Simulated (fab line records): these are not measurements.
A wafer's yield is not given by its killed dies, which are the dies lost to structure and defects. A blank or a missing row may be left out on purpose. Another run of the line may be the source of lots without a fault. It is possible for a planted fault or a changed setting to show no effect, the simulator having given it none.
fab line records / flow berkeleyCmos170
record lots=13 wafers=39 lastDay=12
route steps=331 shown SPACER@171 PSD@185
lots untouched by any fault: they come from a run of this same line in which no faults occurred
startH: the number of hours between the record's first day and the start of the first shown wafer of the lot / waitH: how many hours have passed since the lot's step before this one / " identical to the entry in the row above / L1.1+2: several wafers, shown together as one row / - no value, or no start was given / * or withheld: withheld / < > ~ a bound
route shown NAME@n: names a module that has steps shown in the file, with the first one's number in the route / usual: mean/standard deviation taken from wafers without a fault / same: alike in all rows / chamber/n: place in a boat / sites: each site's reading / _std_site: the values' standard deviation / _edge_site: the outer-site mean with the inner-site mean subtracted / radiusMm: how far each site lies from the wafer's centre / mask NAME#n: copy n / behind: the tool/chamber that last shaped the wafer / hold: why the lot went on hold/how many hours it stayed there/how the hold came to an end / device: the n, p or np transistor that did not switch / end of line: the tests these same wafers got at the end of their route / step lacking rows: just its recipe / killed: the dies lost at the first sort to structure and to defects; this is not the yield of the wafer / map: a wafer's dies, marking killed ones x, the rest . and places with no die _
set.NAME: the run value of the setting; set.NAME@STEP: its run value at that earlier step / model.NAME: the simulator's own value behind a step, which no gauge read
steps of the route over a sample of lots; a table a step, a row a wafer
services: from which hour (startH, from the record's first day; less than 0 if before it) a tool's chamber was out of use, for how many hours, and why
## steps
# step UCB170_SPACER_CVD_00
# recipe material=SiO2 targetThkNm=376 tempC=390 precursor=TEOS/O2 timeS=47 rfW=550 pressureMtorr=9000
# usual heaterPowerW=236/51 rfFwdPowerW=544.4/2.2
lot.wafer=L305.2 tool=pecvd-04 chamber=2 startH=128.49 waitH=0.0 heaterPowerW=279 rfFwdPowerW=545.7
lot.wafer=L305.4 tool=pecvd-04 chamber=0 startH=128.49 waitH=0.0 heaterPowerW=229 rfFwdPowerW=542.9
lot.wafer=L305.5 tool=pecvd-04 chamber=1 startH=128.49 waitH=0.0 heaterPowerW=126 rfFwdPowerW=543.3
lot.wafer=L309.1 tool=pecvd-03 chamber=2 startH=152.56 waitH=0.0 heaterPowerW=310 rfFwdPowerW=542.0
lot.wafer=L309.4 tool=pecvd-03 chamber=0 startH=152.56 waitH=0.0 heaterPowerW=182 rfFwdPowerW=541.5
lot.wafer=L309.6 tool=pecvd-03 chamber=1 startH=152.56 waitH=0.0 heaterPowerW=217 rfFwdPowerW=541.9
lot.wafer=L310.4 tool=pecvd-03 chamber=1 startH=156.43 waitH=0.0 heaterPowerW=225 rfFwdPowerW=545.7
lot.wafer=L310.5 tool=pecvd-03 chamber=2 startH=156.43 waitH=0.0 heaterPowerW=253 rfFwdPowerW=542.8
lot.wafer=L310.6 tool=pecvd-03 chamber=0 startH=156.43 waitH=0.0 heaterPowerW=207 rfFwdPowerW=544.8
lot.wafer=L311.1 tool=pecvd-01 chamber=0 startH=157.02 waitH=0.0 heaterPowerW=261 rfFwdPowerW=543.2
lot.wafer=L311.2 tool=pecvd-01 chamber=2 startH=157.02 waitH=0.0 heaterPowerW=292 rfFwdPowerW=541.8
lot.wafer=L311.6 tool=pecvd-01 chamber=2 startH=157.02 waitH=0.0 heaterPowerW=305 rfFwdPowerW=543.2
lot.wafer=L308.4 tool=pecvd-03 chamber=1 startH=157.56 waitH=0.0 heaterPowerW=204 rfFwdPowerW=545.7
lot.wafer=L308.5 tool=pecvd-03 chamber=0 startH=157.56 waitH=0.0 heaterPowerW=203 rfFwdPowerW=545.7
lot.wafer=L308.6 tool=pecvd-03 chamber=2 startH=157.56 waitH=0.0 heaterPowerW=317 rfFwdPowerW=547.1
lot.wafer=L314.2 tool=pecvd-01 chamber=0 startH=173.46 waitH=0.0 heaterPowerW=268 rfFwdPowerW=542.8
lot.wafer=L314.3 tool=pecvd-01 chamber=0 startH=173.46 waitH=0.0 heaterPowerW=181 rfFwdPowerW=543.9
lot.wafer=L314.4 tool=pecvd-01 chamber=1 startH=173.46 waitH=0.0 heaterPowerW=160 rfFwdPowerW=545.4
lot.wafer=L313.2 tool=pecvd-03 chamber=2 startH=173.65 waitH=0.0 heaterPowerW=297 rfFwdPowerW=543.1
lot.wafer=L313.3 tool=pecvd-03 chamber=1 startH=173.65 waitH=0.0 heaterPowerW=214 rfFwdPowerW=541.1
lot.wafer=L313.6 tool=pecvd-03 chamber=2 startH=173.65 waitH=0.0 heaterPowerW=301 rfFwdPowerW=543.9
lot.wafer=L312.2 tool=pecvd-01 chamber=1 startH=174.07 waitH=0.0 heaterPowerW=224 rfFwdPowerW=547.7
lot.wafer=L312.4 tool=pecvd-01 chamber=1 startH=174.07 waitH=0.0 heaterPowerW=236 rfFwdPowerW=545.4
lot.wafer=L312.6 tool=pecvd-01 chamber=1 startH=174.07 waitH=0.0 heaterPowerW=246 rfFwdPowerW=548.3
lot.wafer=L317.1 tool=pecvd-01 chamber=1 startH=189.72 waitH=0.0 heaterPowerW=220 rfFwdPowerW=546.8
lot.wafer=L317.3 tool=pecvd-01 chamber=2 startH=189.72 waitH=0.0 heaterPowerW=280 rfFwdPowerW=541.2
lot.wafer=L317.4 tool=pecvd-01 chamber=0 startH=189.72 waitH=0.0 heaterPowerW=181 rfFwdPowerW=544.5
lot.wafer=L316.1 tool=pecvd-03 chamber=1 startH=190.41 waitH=0.0 heaterPowerW=203 rfFwdPowerW=544.7
lot.wafer=L316.3 tool=pecvd-03 chamber=2 startH=190.41 waitH=0.0 heaterPowerW=314 rfFwdPowerW=542.9
lot.wafer=L316.6 tool=pecvd-03 chamber=2 startH=190.41 waitH=0.0 heaterPowerW=335 rfFwdPowerW=544.0
lot.wafer=L324.1 tool=pecvd-03 chamber=2 startH=226.19 waitH=0.0 heaterPowerW=300 rfFwdPowerW=544.8
lot.wafer=L324.2 tool=pecvd-03 chamber=0 startH=226.19 waitH=0.0 heaterPowerW=266 rfFwdPowerW=324.0
lot.wafer=L324.3 tool=pecvd-03 chamber=1 startH=226.19 waitH=0.0 heaterPowerW=233 rfFwdPowerW=547.2
lot.wafer=L325.1 tool=pecvd-01 chamber=0 startH=227.13 waitH=0.0 heaterPowerW=246 rfFwdPowerW=541.9
lot.wafer=L325.2 tool=pecvd-01 chamber=2 startH=227.13 waitH=0.0 heaterPowerW=212 rfFwdPowerW=542.8
lot.wafer=L325.3 tool=pecvd-01 chamber=1 startH=227.13 waitH=0.0 heaterPowerW=234 rfFwdPowerW=549.5
lot.wafer=L327.2 tool=pecvd-04 chamber=0 startH=250.56 waitH=0.0 heaterPowerW=253 rfFwdPowerW=540.4
lot.wafer=L327.3 tool=pecvd-04 chamber=1 startH=250.56 waitH=0.0 heaterPowerW=120 rfFwdPowerW=546.3
lot.wafer=L327.4 tool=pecvd-04 chamber=2 startH=250.56 waitH=0.0 heaterPowerW=308 rfFwdPowerW=546.6
# step UCB170_SPACER_THK_MEAS_01
# recipe reads=SiO2_of_SPACER_CVD_00
# usual SPACER_TEOS_THK=377/4.8
lot.wafer=L305.2 tool=filmMetro-03 chamber=- startH=128.54 waitH=0.0 SPACER_TEOS_THK[nm]=377
lot.wafer=L305.4 tool=filmMetro-03 chamber=- startH=128.54 waitH=0.0 SPACER_TEOS_THK[nm]=384
lot.wafer=L305.5 tool=filmMetro-03 chamber=- startH=128.54 waitH=0.0 SPACER_TEOS_THK[nm]=370
lot.wafer=L309.1 tool=filmMetro-03 chamber=- startH=152.60 waitH=0.0 SPACER_TEOS_THK[nm]=370
lot.wafer=L309.4 tool=filmMetro-03 chamber=- startH=152.60 waitH=0.0 SPACER_TEOS_THK[nm]=377
lot.wafer=L309.6 tool=filmMetro-03 chamber=- startH=152.60 waitH=0.0 SPACER_TEOS_THK[nm]=378
lot.wafer=L310.4 tool=filmMetro-04 chamber=- startH=156.48 waitH=0.0 SPACER_TEOS_THK[nm]=382
lot.wafer=L310.5 tool=filmMetro-04 chamber=- startH=156.48 waitH=0.0 SPACER_TEOS_THK[nm]=375
lot.wafer=L310.6 tool=filmMetro-04 chamber=- startH=156.48 waitH=0.0 SPACER_TEOS_THK[nm]=375
lot.wafer=L311.1 tool=filmMetro-04 chamber=- startH=157.06 waitH=0.0 SPACER_TEOS_THK[nm]=377
lot.wafer=L311.2 tool=filmMetro-04 chamber=- startH=157.06 waitH=0.0 SPACER_TEOS_THK[nm]=366
lot.wafer=L311.6 tool=filmMetro-04 chamber=- startH=157.06 waitH=0.0 SPACER_TEOS_THK[nm]=378
lot.wafer=L308.4 tool=filmMetro-04 chamber=- startH=157.61 waitH=0.0 SPACER_TEOS_THK[nm]=387
lot.wafer=L308.5 tool=filmMetro-04 chamber=- startH=157.61 waitH=0.0 SPACER_TEOS_THK[nm]=380
lot.wafer=L308.6 tool=filmMetro-04 chamber=- startH=157.61 waitH=0.0 SPACER_TEOS_THK[nm]=381
lot.wafer=L314.2 tool=filmMetro-03 chamber=- startH=173.54 waitH=0.1 SPACER_TEOS_THK[nm]=377
lot.wafer=L314.3 tool=filmMetro-03 chamber=- startH=173.54 waitH=0.1 SPACER_TEOS_THK[nm]=379
lot.wafer=L314.4 tool=filmMetro-03 chamber=- startH=173.54 waitH=0.1 SPACER_TEOS_THK[nm]=381
lot.wafer=L313.2 tool=filmMetro-04 chamber=- startH=173.71 waitH=0.0 SPACER_TEOS_THK[nm]=376
lot.wafer=L313.3 tool=filmMetro-04 chamber=- startH=173.71 waitH=0.0 SPACER_TEOS_THK[nm]=378
lot.wafer=L313.6 tool=filmMetro-04 chamber=- startH=173.71 waitH=0.0 SPACER_TEOS_THK[nm]=384
lot.wafer=L312.2 tool=filmMetro-02 chamber=- startH=174.14 waitH=0.1 SPACER_TEOS_THK[nm]=381
lot.wafer=L312.4 tool=filmMetro-02 chamber=- startH=174.14 waitH=0.1 SPACER_TEOS_THK[nm]=383
lot.wafer=L312.6 tool=filmMetro-02 chamber=- startH=174.14 waitH=0.1 SPACER_TEOS_THK[nm]=384
lot.wafer=L317.1 tool=filmMetro-04 chamber=- startH=189.76 waitH=0.0 SPACER_TEOS_THK[nm]=373
lot.wafer=L317.3 tool=filmMetro-04 chamber=- startH=189.76 waitH=0.0 SPACER_TEOS_THK[nm]=371
lot.wafer=L317.4 tool=filmMetro-04 chamber=- startH=189.76 waitH=0.0 SPACER_TEOS_THK[nm]=383
lot.wafer=L316.1 tool=filmMetro-04 chamber=- startH=190.45 waitH=0.0 SPACER_TEOS_THK[nm]=382
lot.wafer=L316.3 tool=filmMetro-04 chamber=- startH=190.45 waitH=0.0 SPACER_TEOS_THK[nm]=375
lot.wafer=L316.6 tool=filmMetro-04 chamber=- startH=190.45 waitH=0.0 SPACER_TEOS_THK[nm]=385
lot.wafer=L324.1 tool=filmMetro-03 chamber=- startH=226.23 waitH=0.0 SPACER_TEOS_THK[nm]=373
lot.wafer=L324.2 tool=filmMetro-03 chamber=- startH=226.23 waitH=0.0 SPACER_TEOS_THK[nm]=319
lot.wafer=L324.3 tool=filmMetro-03 chamber=- startH=226.23 waitH=0.0 SPACER_TEOS_THK[nm]=375
lot.wafer=L325.1 tool=filmMetro-02 chamber=- startH=227.17 waitH=0.0 SPACER_TEOS_THK[nm]=374
lot.wafer=L325.2 tool=filmMetro-02 chamber=- startH=227.17 waitH=0.0 SPACER_TEOS_THK[nm]=373
lot.wafer=L325.3 tool=filmMetro-02 chamber=- startH=227.17 waitH=0.0 SPACER_TEOS_THK[nm]=377
lot.wafer=L327.2 tool=filmMetro-02 chamber=- startH=250.61 waitH=0.0 SPACER_TEOS_THK[nm]=372
lot.wafer=L327.3 tool=filmMetro-02 chamber=- startH=250.61 waitH=0.0 SPACER_TEOS_THK[nm]=372
lot.wafer=L327.4 tool=filmMetro-02 chamber=- startH=250.61 waitH=0.0 SPACER_TEOS_THK[nm]=379
# step UCB170_SPACER_ETCHBACK_03
# recipe stopOn=Si target=SiO2 chemistry=CHF3/CF4/Ar CHF3_flow_sccm=50 cf4FlowSccm=10 Ar_flow_sccm=120 pressureMtorr=200 rfW=500 targetDepthA=3760 timeS=100
# usual drypumpMotorCurrentA=5.6/0.6 oesProductAu=0.899/0.013 throttleValvePct=6.47/0.11
lot.wafer=L305.2 tool=rieDiel-03 chamber=0 startH=134.08 waitH=0.0 drypumpMotorCurrentA=6.0 oesProductAu=0.903 rfHoursCounterH=3 throttleValvePct=6.39
lot.wafer=L305.4 tool=rieDiel-03 chamber=2 startH=134.08 waitH=0.0 drypumpMotorCurrentA=5.7 oesProductAu=0.921 rfHoursCounterH=95 throttleValvePct=6.49
lot.wafer=L305.5 tool=rieDiel-03 chamber=1 startH=134.08 waitH=0.0 drypumpMotorCurrentA=5.0 oesProductAu=0.872 rfHoursCounterH=- throttleValvePct=6.67
lot.wafer=L309.1 tool=rieDiel-03 chamber=0 startH=154.79 waitH=0.0 drypumpMotorCurrentA=6.0 oesProductAu=0.893 rfHoursCounterH=4 throttleValvePct=6.40
lot.wafer=L309.4 tool=rieDiel-03 chamber=3 startH=154.79 waitH=0.0 drypumpMotorCurrentA=4.9 oesProductAu=0.891 rfHoursCounterH=111 throttleValvePct=6.31
lot.wafer=L309.6 tool=rieDiel-03 chamber=1 startH=154.79 waitH=0.0 drypumpMotorCurrentA=5.0 oesProductAu=0.889 rfHoursCounterH=- throttleValvePct=6.66
lot.wafer=L310.4 tool=rieDiel-04 chamber=3 startH=161.15 waitH=0.0 drypumpMotorCurrentA=5.4 oesProductAu=0.913 rfHoursCounterH=13 throttleValvePct=6.47
lot.wafer=L310.5 tool=rieDiel-04 chamber=2 startH=161.15 waitH=0.0 drypumpMotorCurrentA=4.8 oesProductAu=0.889 rfHoursCounterH=- throttleValvePct=6.35
lot.wafer=L310.6 tool=rieDiel-04 chamber=3 startH=161.15 waitH=0.0 drypumpMotorCurrentA=5.4 oesProductAu=0.896 rfHoursCounterH=- throttleValvePct=6.46
lot.wafer=L311.1 tool=rieDiel-03 chamber=2 startH=161.15 waitH=0.0 drypumpMotorCurrentA=5.7 oesProductAu=0.914 rfHoursCounterH=96 throttleValvePct=6.50
lot.wafer=L311.2 tool=rieDiel-03 chamber=0 startH=161.15 waitH=0.0 drypumpMotorCurrentA=6.0 oesProductAu=0.882 rfHoursCounterH=4 throttleValvePct=6.39
lot.wafer=L311.6 tool=rieDiel-03 chamber=0 startH=161.15 waitH=0.0 drypumpMotorCurrentA=6.0 oesProductAu=0.909 rfHoursCounterH=- throttleValvePct=6.38
lot.wafer=L308.4 tool=rieDiel-02 chamber=0 startH=161.18 waitH=0.0 drypumpMotorCurrentA=6.4 oesProductAu=0.909 rfHoursCounterH=- throttleValvePct=6.55
lot.wafer=L308.5 tool=rieDiel-02 chamber=3 startH=161.18 waitH=0.0 drypumpMotorCurrentA=5.7 oesProductAu=0.893 rfHoursCounterH=- throttleValvePct=6.34
lot.wafer=L308.6 tool=rieDiel-02 chamber=1 startH=161.18 waitH=0.0 drypumpMotorCurrentA=6.7 oesProductAu=0.911 rfHoursCounterH=- throttleValvePct=6.62
lot.wafer=L314.2 tool=rieDiel-03 chamber=3 startH=178.52 waitH=0.0 drypumpMotorCurrentA=4.9 oesProductAu=0.889 rfHoursCounterH=112 throttleValvePct=6.31
lot.wafer=L314.3 tool=rieDiel-03 chamber=0 startH=178.52 waitH=0.0 drypumpMotorCurrentA=6.0 oesProductAu=0.900 rfHoursCounterH=5 throttleValvePct=6.40
lot.wafer=L314.4 tool=rieDiel-03 chamber=1 startH=178.52 waitH=0.0 drypumpMotorCurrentA=5.1 oesProductAu=0.887 rfHoursCounterH=116 throttleValvePct=6.66
lot.wafer=L312.2 tool=rieDiel-02 chamber=3 startH=178.58 waitH=0.1 drypumpMotorCurrentA=5.7 oesProductAu=0.903 rfHoursCounterH=72 throttleValvePct=6.35
lot.wafer=L312.4 tool=rieDiel-02 chamber=2 startH=178.58 waitH=0.1 drypumpMotorCurrentA=6.4 oesProductAu=0.907 rfHoursCounterH=59 throttleValvePct=6.57
lot.wafer=L312.6 tool=rieDiel-02 chamber=3 startH=178.58 waitH=0.1 drypumpMotorCurrentA=5.7 oesProductAu=0.902 rfHoursCounterH=- throttleValvePct=6.35
lot.wafer=L313.2 tool=rieDiel-03 chamber=2 startH=178.59 waitH=0.1 drypumpMotorCurrentA=5.7 oesProductAu=0.912 rfHoursCounterH=98 throttleValvePct=6.50
lot.wafer=L313.3 tool=rieDiel-03 chamber=1 startH=178.59 waitH=0.1 drypumpMotorCurrentA=5.1 oesProductAu=0.879 rfHoursCounterH=116 throttleValvePct=6.65
lot.wafer=L313.6 tool=rieDiel-03 chamber=3 startH=178.59 waitH=0.1 drypumpMotorCurrentA=4.9 oesProductAu=0.900 rfHoursCounterH=- throttleValvePct=6.31
lot.wafer=L316.1 tool=rieDiel-04 chamber=0 startH=194.17 waitH=0.0 drypumpMotorCurrentA=6.4 oesProductAu=0.909 rfHoursCounterH=10 throttleValvePct=6.38
lot.wafer=L316.3 tool=rieDiel-04 chamber=2 startH=194.17 waitH=0.0 drypumpMotorCurrentA=4.8 oesProductAu=0.899 rfHoursCounterH=105 throttleValvePct=6.36
lot.wafer=L316.6 tool=rieDiel-04 chamber=0 startH=194.17 waitH=0.0 drypumpMotorCurrentA=6.4 oesProductAu=0.904 rfHoursCounterH=- throttleValvePct=6.38
lot.wafer=L317.1 tool=rieDiel-02 chamber=2 startH=194.17 waitH=0.0 drypumpMotorCurrentA=6.4 oesProductAu=0.878 rfHoursCounterH=60 throttleValvePct=6.57
lot.wafer=L317.3 tool=rieDiel-02 chamber=3 startH=194.17 waitH=0.0 drypumpMotorCurrentA=5.7 oesProductAu=0.884 rfHoursCounterH=73 throttleValvePct=6.34
lot.wafer=L317.4 tool=rieDiel-02 chamber=1 startH=194.17 waitH=0.0 drypumpMotorCurrentA=6.7 oesProductAu=0.915 rfHoursCounterH=- throttleValvePct=6.61
lot.wafer=L324.1 tool=rieDiel-02 chamber=3 startH=230.35 waitH=0.0 drypumpMotorCurrentA=5.7 oesProductAu=0.888 rfHoursCounterH=76 throttleValvePct=6.34
lot.wafer=L324.2 tool=rieDiel-02 chamber=2 startH=230.35 waitH=0.0 drypumpMotorCurrentA=6.3 oesProductAu=0.794 rfHoursCounterH=63 throttleValvePct=6.57
lot.wafer=L324.3 tool=rieDiel-02 chamber=1 startH=230.35 waitH=0.0 drypumpMotorCurrentA=6.7 oesProductAu=0.902 rfHoursCounterH=20 throttleValvePct=6.59
lot.wafer=L325.1 tool=rieDiel-03 chamber=3 startH=230.35 waitH=0.0 drypumpMotorCurrentA=5.0 oesProductAu=0.895 rfHoursCounterH=115 throttleValvePct=6.31
lot.wafer=L325.2 tool=rieDiel-03 chamber=0 startH=230.35 waitH=0.0 drypumpMotorCurrentA=6.0 oesProductAu=0.896 rfHoursCounterH=8 throttleValvePct=6.38
lot.wafer=L325.3 tool=rieDiel-03 chamber=1 startH=230.35 waitH=0.0 drypumpMotorCurrentA=5.0 oesProductAu=0.883 rfHoursCounterH=119 throttleValvePct=6.66
lot.wafer=L327.2 tool=rieDiel-04 chamber=1 startH=254.82 waitH=0.0 drypumpMotorCurrentA=5.2 oesProductAu=0.912 rfHoursCounterH=4 throttleValvePct=6.52
lot.wafer=L327.3 tool=rieDiel-04 chamber=3 startH=254.82 waitH=0.0 drypumpMotorCurrentA=5.4 oesProductAu=0.891 rfHoursCounterH=17 throttleValvePct=6.46
lot.wafer=L327.4 tool=rieDiel-04 chamber=0 startH=254.82 waitH=0.0 drypumpMotorCurrentA=6.4 oesProductAu=0.895 rfHoursCounterH=13 throttleValvePct=6.37
# step UCB170_PSD_TW_MEAS_10
# usual PSD_TW=2331/14
lot.wafer=L305.2 tool=filmMetro-03 chamber=- startH=136.30 waitH=0.1 PSD_TW=2332
lot.wafer=L305.4 tool=filmMetro-03 chamber=- startH=136.30 waitH=0.1 PSD_TW=2325
lot.wafer=L305.5 tool=filmMetro-03 chamber=- startH=136.30 waitH=0.1 PSD_TW=2329
lot.wafer=L309.1 tool=filmMetro-03 chamber=- startH=156.36 waitH=0.1 PSD_TW=2321
lot.wafer=L309.4 tool=filmMetro-03 chamber=- startH=156.36 waitH=0.1 PSD_TW=2341
lot.wafer=L309.6 tool=filmMetro-03 chamber=- startH=156.36 waitH=0.1 PSD_TW=2325
lot.wafer=L310.4 tool=filmMetro-04 chamber=- startH=162.81 waitH=0.1 PSD_TW=2325
lot.wafer=L310.5 tool=filmMetro-04 chamber=- startH=162.81 waitH=0.1 PSD_TW=2328
lot.wafer=L310.6 tool=filmMetro-04 chamber=- startH=162.81 waitH=0.1 PSD_TW=2326
lot.wafer=L308.4 tool=filmMetro-01 chamber=- startH=163.08 waitH=0.1 PSD_TW=2338
lot.wafer=L308.5 tool=filmMetro-01 chamber=- startH=163.08 waitH=0.1 PSD_TW=2336
lot.wafer=L308.6 tool=filmMetro-01 chamber=- startH=163.08 waitH=0.1 PSD_TW=2356
lot.wafer=L311.1 tool=filmMetro-04 chamber=- startH=163.33 waitH=0.1 PSD_TW=2326
lot.wafer=L311.2 tool=filmMetro-04 chamber=- startH=163.33 waitH=0.1 PSD_TW=2341
lot.wafer=L311.6 tool=filmMetro-04 chamber=- startH=163.33 waitH=0.1 PSD_TW=2330
lot.wafer=L314.2 tool=filmMetro-03 chamber=- startH=179.97 waitH=0.1 PSD_TW=2321
lot.wafer=L314.3 tool=filmMetro-03 chamber=- startH=179.97 waitH=0.1 PSD_TW=2328
lot.wafer=L314.4 tool=filmMetro-03 chamber=- startH=179.97 waitH=0.1 PSD_TW=2322
lot.wafer=L312.2 tool=filmMetro-04 chamber=- startH=180.52 waitH=0.1 PSD_TW=2312
lot.wafer=L312.4 tool=filmMetro-04 chamber=- startH=180.52 waitH=0.1 PSD_TW=2315
lot.wafer=L312.6 tool=filmMetro-04 chamber=- startH=180.52 waitH=0.1 PSD_TW=2312
lot.wafer=L313.2 tool=filmMetro-03 chamber=- startH=180.59 waitH=0.1 PSD_TW=2311
lot.wafer=L313.3 tool=filmMetro-03 chamber=- startH=180.59 waitH=0.1 PSD_TW=2323
lot.wafer=L313.6 tool=filmMetro-03 chamber=- startH=180.59 waitH=0.1 PSD_TW=2313
lot.wafer=L316.1 tool=filmMetro-01 chamber=- startH=196.16 waitH=0.1 PSD_TW=2330
lot.wafer=L316.3 tool=filmMetro-01 chamber=- startH=196.16 waitH=0.1 PSD_TW=2328
lot.wafer=L316.6 tool=filmMetro-01 chamber=- startH=196.16 waitH=0.1 PSD_TW=2340
lot.wafer=L317.1 tool=filmMetro-04 chamber=- startH=196.17 waitH=0.1 PSD_TW=2327
lot.wafer=L317.3 tool=filmMetro-04 chamber=- startH=196.17 waitH=0.1 PSD_TW=2329
lot.wafer=L317.4 tool=filmMetro-04 chamber=- startH=196.17 waitH=0.1 PSD_TW=2325
lot.wafer=L324.1 tool=filmMetro-01 chamber=- startH=232.04 waitH=0.1 PSD_TW=2344
lot.wafer=L324.2 tool=filmMetro-01 chamber=- startH=232.04 waitH=0.1 PSD_TW=2360
lot.wafer=L324.3 tool=filmMetro-01 chamber=- startH=232.04 waitH=0.1 PSD_TW=2350
lot.wafer=L325.1 tool=filmMetro-03 chamber=- startH=232.91 waitH=0.1 PSD_TW=2342
lot.wafer=L325.2 tool=filmMetro-03 chamber=- startH=232.91 waitH=0.1 PSD_TW=2326
lot.wafer=L325.3 tool=filmMetro-03 chamber=- startH=232.91 waitH=0.1 PSD_TW=2341
lot.wafer=L327.2 tool=filmMetro-04 chamber=- startH=257.21 waitH=0.1 PSD_TW=2331
lot.wafer=L327.3 tool=filmMetro-04 chamber=- startH=257.21 waitH=0.1 PSD_TW=2336
lot.wafer=L327.4 tool=filmMetro-04 chamber=- startH=257.21 waitH=0.1 PSD_TW=2329
## services
tool=pecvd-04 chamber=- startH=105.25 hours=2.8 kind=pm
tool=pecvd-01 chamber=2 startH=111.87 hours=3.7 kind=repair
tool=pecvd-01 chamber=0 startH=115.45 hours=9.1 kind=repair
tool=rieDiel-04 chamber=0 startH=133.96 hours=8.4 kind=repair
tool=pecvd-01 chamber=2 startH=140.93 hours=15.8 kind=repair
tool=pecvd-01 chamber=- startH=145.41 hours=6.0 kind=pm
tool=rieDiel-02 chamber=2 startH=145.85 hours=15.8 kind=repair
tool=rieDiel-04 chamber=1 startH=146.01 hours=- kind=clean
tool=pecvd-04 chamber=- startH=149.50 hours=28.1 kind=pm
tool=rieDiel-02 chamber=0 startH=161.69 hours=- kind=clean
tool=rieDiel-02 chamber=0 startH=161.69 hours=15.3 kind=scheduledDown
tool=rieDiel-02 chamber=0 startH=161.69 hours=15.3 kind=ventCycle
tool=pecvd-01 chamber=2 startH=163.28 hours=12.2 kind=repair
tool=rieDiel-04 chamber=- startH=166.65 hours=14.6 kind=pm
tool=pecvd-04 chamber=1 startH=178.72 hours=7.5 kind=repair
tool=rieDiel-02 chamber=0 startH=184.75 hours=11.8 kind=repair
tool=pecvd-01 chamber=1 startH=198.39 hours=5.1 kind=repair
tool=pecvd-04 chamber=2 startH=199.56 hours=4.6 kind=repair
tool=rieDiel-04 chamber=2 startH=204.47 hours=5.6 kind=repair
tool=rieDiel-04 chamber=2 startH=211.78 hours=6.0 kind=repair
tool=pecvd-01 chamber=- startH=242.50 hours=14.0 kind=pm
tool=pecvd-01 chamber=0 startH=242.50 hours=14.0 kind=ventCycle
tool=pecvd-01 chamber=1 startH=242.50 hours=14.0 kind=ventCycle
tool=pecvd-01 chamber=2 startH=242.50 hours=14.0 kind=ventCycle
## key
firstSign step=UCB170_SPACER_CVD_00 reading=rfFwdPowerW direction=down sigmas=99+ usual=544.4 struck=324.0
effect step=UCB170_SPACER_THK_MEAS_01 reading=SPACER_TEOS_THK direction=down sigmas=12 usual=377 struck=319
effect step=UCB170_SPACER_ETCHBACK_03 reading=oesProductAu direction=down sigmas=8 usual=0.899 struck=0.794
metAt UCB170_SPACER_CVD_00
struckLots L324
struckWafers L324.2
testerLeftOut L324
notActingAt UCB170_PSD_TW_MEAS_10
onsetBetween 157.56 226.19
fault kind=processParameterDrift tool=pecvd-03 chamber=0 onsetH=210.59 steps=UCB170_SPACER_CVD_00 channel=rfW offset=-220 shape=step endH=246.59 actsIn=theseRecipesOnly stated=550
# testerLeftOut: of these lots the tester's yield and bins aren't shown, on N5 and GAA mostly nor the transistor test; their killed dies are dies lost to structure and defects alone, not to doping, threshold or leakage, so they don't give the yield
